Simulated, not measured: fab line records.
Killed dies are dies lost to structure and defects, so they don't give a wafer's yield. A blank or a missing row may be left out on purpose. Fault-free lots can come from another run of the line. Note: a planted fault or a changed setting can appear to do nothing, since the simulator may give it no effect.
One fault through the eyes of 2 desks -- flow rit cmos -- each desk has only its own numbers; what lay behind them comes last

AT THE TOOL OWNER'S DESK: lpcvd-01
The tool's own readings at RIT_ACTIVE_CVD_03 (deposits Si3N4 from SiH2Cl2/NH3, target thk 150 nm, time 1500 s): means of the sampled wafers that have a number, for each lot that ran on this tool. Any lot whose mean is over 4 standard deviations away from the usual mean is out of limits and marked OUT; that distance is given in the brackets.
Columns: A = nh3 flow sccm at RIT_ACTIVE_CVD_03, usual 149.9 sccm
lot,first seen here,A
L577,day 1 12:07,150.0
L579,day 1 22:10,150.2
L583,day 2 18:28,149.9
L587,day 3 14:28,149.8
L596,day 5 12:14,150.1
L597,day 5 16:19,150.5
This desk found nothing out of limits on any of the 6 lots.

METROLOGY DESK
What the gauges read, lot by lot, whatever tool the lot ran on: means of the sampled wafers that have a number. Any lot whose mean is over 4 standard deviations away from the usual mean is out of limits and marked OUT; that distance is given in the brackets.
Columns: A = ACTIVE_NITRIDE_THK at RIT_ACTIVE_THK_MEAS_04, usual 149.9 nm
lot,first seen here,A
L577,day 1 14:14,150.0
L578,day 1 18:33,149.8
L579,day 2 00:18,151.0
L580,day 2 04:36,148.8
L581,day 2 10:26,148.0
L583,day 2 20:35,150.5
L584,day 3 00:37,147.0
L586,day 3 10:37,148.8
L587,day 3 15:53,151.6
L591,day 4 13:24,149.8
L596,day 5 13:40,118.4 (-22) OUT
L597,day 5 17:45,121.0 (-21) OUT
L598,day 5 22:46,150.7
L600,day 6 09:25,150.5
This desk's finding: out of limits on L596, L597; first on L596, day 5 13:40 (ACTIVE_NITRIDE_THK at RIT_ACTIVE_THK_MEAS_04). L577, L578, L579, L580, L581, L583, L584, L586, L587, L591, L598, L600: within limits.

TAKEN TOGETHER
On L596, L597, the metrology desk was in a position to raise an alarm at day 5 13:40.
Nothing out of limits was seen by the tool owner's desk.
Tool owner's desk: L596, L597 on record, inside its limits.
The lots listed all ran RIT_ACTIVE_CVD_03 on lpcvd-01.

WHAT HAD BEEN PUT IN BY THE SIMULATOR
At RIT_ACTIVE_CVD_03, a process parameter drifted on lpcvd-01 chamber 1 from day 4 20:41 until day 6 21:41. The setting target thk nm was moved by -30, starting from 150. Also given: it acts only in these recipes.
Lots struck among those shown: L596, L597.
Time in hours between the start of the fault and the first out-of-limits reading at each desk: metrology desk, 17.
